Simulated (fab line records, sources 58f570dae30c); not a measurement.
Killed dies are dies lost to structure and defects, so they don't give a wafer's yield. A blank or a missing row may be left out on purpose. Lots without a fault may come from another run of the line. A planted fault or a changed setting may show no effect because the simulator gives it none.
A struck lot beside a sound one | flow berkeley_cmos170 | 16 steps out of a route of 331
Sound: wafers L392.3, L392.5, L392.6. Struck: wafers L394.1, L394.5, L394.6. The cause comes at the end.
At each step with rows: each side's tool, then ch and its chambers, then its first start. Under that, the readings that differ: sound wafers | struck wafers | difference of the means | sigmas: that difference in standard deviations of wafers without a fault.
alike: readings whose means differ by less than 2 such deviations, and words and numbers that are the same on both sides. not compared: withheld readings, readings that some wafer has no value for, bounds like >300 that may hide the same value, and numbers for which the record gives no deviation and whose values overlap.
The two part at a step that has a row with sigmas, a row that says differs or no value, or rows on one side only. Numbers that don't overlap but have no deviation are shown without sigmas and don't part them. A reading that every wafer of one side lacks parts them only if that side has two wafers or more.

UCB170_PWELL_THK_MEAS_03:
  sound on film_metro-03, day 3 14:47; struck on film_metro-01, day 3 14:46
  alike: PWELL_OXIDE_THK
then, 2 steps without rows for these wafers: UCB170_PWELL_ANNEAL_04 (time 900 s); UCB170_PWELL_CVD_05 (deposits Si3N4 from SiH2Cl2/NH3, target thk 220 nm, time 3300 s).
UCB170_PWELL_THK_MEAS_06:
  sound on film_metro-01, day 3 22:41; struck on film_metro-03, day 3 22:40
  alike: PWELL_NITRIDE_THK
then, 6 steps without rows for these wafers: UCB170_PWELL_HMDS_07 (prime time 60 s); UCB170_PWELL_COAT_08 (resist thk 900 nm); UCB170_PWELL_SOFTBAKE_09 (time 60 s); UCB170_PWELL_EXPOSE_10 (exposes mask PWELL, target cd 3000 nm); UCB170_PWELL_PEB_11; UCB170_PWELL_DEVELOP_12 (develop time 45 s).
UCB170_PWELL_OVL_MEAS_13:
  sound on overlay-01, day 4 00:28; struck on overlay-02, day 4 00:43
  reading        | sound   | struck | difference | sigmas
  PWELL_OVL (nm) | 6 18 16 | 1 -2 2 | -13        | -2
UCB170_PWELL_ETCH_14: etches Si3N4 in CH3F/Ar/O2, stops on SiO2, target depth 242 nm, time 151 s.
  sound on rie_diel-04 ch 0,1, day 4 00:29; struck on rie_diel-04 ch 1,2, day 4 00:46
  alike: drypump_motor_current_A, oes_product_au, throttle_valve_pct
  not compared: rf_hours_counter_h
UCB170_PWELL_IMPLANT_15:
  sound on implanter-02 ch 0, day 4 00:38; struck on implanter-04 ch 0, day 4 01:10
UCB170_PWELL_STRIP_16: strips in O2.
  sound on plasma_asher-01 ch 0,1, day 4 00:46; struck on plasma_asher-02 ch 0,1, day 4 01:19
  alike: drypump_motor_current_A, oes_product_au, strip_time_to_endpoint_s
  not compared: rf_hours_counter_h
UCB170_PWELL_TW_MEAS_17:
  sound on film_metro-01, day 4 00:51; struck on film_metro-01, day 4 01:25
  reading  | sound             | struck            | difference | sigmas
  PWELL_TW | 379.1 378.0 377.9 | 467.9 465.7 467.6 | +88.7      | +52
then, 1 step without rows for these wafers: UCB170_PWELL_CLEAN_18 (cleans in SPM, time 600 s).

WHERE THEY PART
First at UCB170_PWELL_OVL_MEAS_13; last, within this record, at UCB170_PWELL_TW_MEAS_17.

WHY: what the simulator had put in
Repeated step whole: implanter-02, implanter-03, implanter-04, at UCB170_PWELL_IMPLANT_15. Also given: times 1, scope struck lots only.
